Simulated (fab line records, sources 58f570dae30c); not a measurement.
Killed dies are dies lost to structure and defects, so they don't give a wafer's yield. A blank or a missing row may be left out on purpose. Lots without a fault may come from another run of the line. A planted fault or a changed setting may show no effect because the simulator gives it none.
One fault seen from 2 desks | flow berkeley_cmos170 | each desk has only its own numbers; what lay behind them comes last

THE TOOL OWNER'S DESK: rie_diel-03
The tool's own readings at UCB170_SPACER_ETCHBACK_03 (etches SiO2 in CHF3/CF4/Ar, stops on Si, target depth 376 nm, time 100 s): means of the sampled wafers that have a number, for each lot that ran on this tool. A lot is out of limits, marked OUT, if its mean lies more than 4 standard deviations from the usual mean; the brackets give that distance.
Columns: A = drypump_motor_current_A at UCB170_SPACER_ETCHBACK_03, usual 5.9 A; B = oes_product_au at UCB170_SPACER_ETCHBACK_03, usual 0.899 a.u.; C = rf_fwd_power_W at UCB170_SPACER_ETCHBACK_03, usual 496.8 W; D = throttle_valve_pct at UCB170_SPACER_ETCHBACK_03, usual 6.40 %
lot  | first seen here | A   | B     | C     | D
L519 | day 7 14:16     | 6.3 | 0.892 | 496.2 | 6.45
L520 | day 8 07:16     | 6.3 | 0.895 | 496.1 | 6.45
L526 | day 8 22:23     | 6.3 | 0.894 | 496.0 | 6.46
L527 | day 8 22:27     | 6.0 | 0.890 | 496.7 | 6.43
L536 | day 11 06:22    | 5.5 | 0.861 | 496.4 | 6.32
This desk's finding: nothing out of limits on any of the 5 lots.

THE METROLOGY DESK
What the gauges read, lot by lot, whatever tool the lot ran on: means of the sampled wafers that have a number. A lot is out of limits, marked OUT, if its mean lies more than 4 standard deviations from the usual mean; the brackets give that distance.
Columns: A = FIELD_OXIDE_LEFT_2_THK at UCB170_FIELD_THK_MEAS_91, usual 352 nm; B = PLDD_OVL at UCB170_PLDD_OVL_MEAS_07, usual 3 nm
lot  | first seen here | A   | B
L519 | day 6 13:38     | 347 | 7
L523 | day 7 03:01     | 353 | 2
L521 | day 7 03:07     | 360 | 6
L520 | day 7 04:04     | 365 | -2
L526 | day 7 20:00     | 358 | 6
L527 | day 7 20:32     | 362 | -3
L525 | day 7 20:49     | 369 | -2
L524 | day 7 21:33     | 359 | 8
L536 | day 10 05:34    | 364 | 9
L538 | day 10 16:51    | 338 | 7
L537 | day 10 16:59    | 346 | -2
L539 | day 10 20:18    | 356 | -1
L542 | day 11 03:04    | 347 | 4
This desk's finding: nothing out of limits on any of the 13 lots.

PUT TOGETHER
The tool owner's desk saw nothing out of limits.
The metrology desk saw nothing out of limits.

WHAT THE SIMULATOR HAD PUT IN
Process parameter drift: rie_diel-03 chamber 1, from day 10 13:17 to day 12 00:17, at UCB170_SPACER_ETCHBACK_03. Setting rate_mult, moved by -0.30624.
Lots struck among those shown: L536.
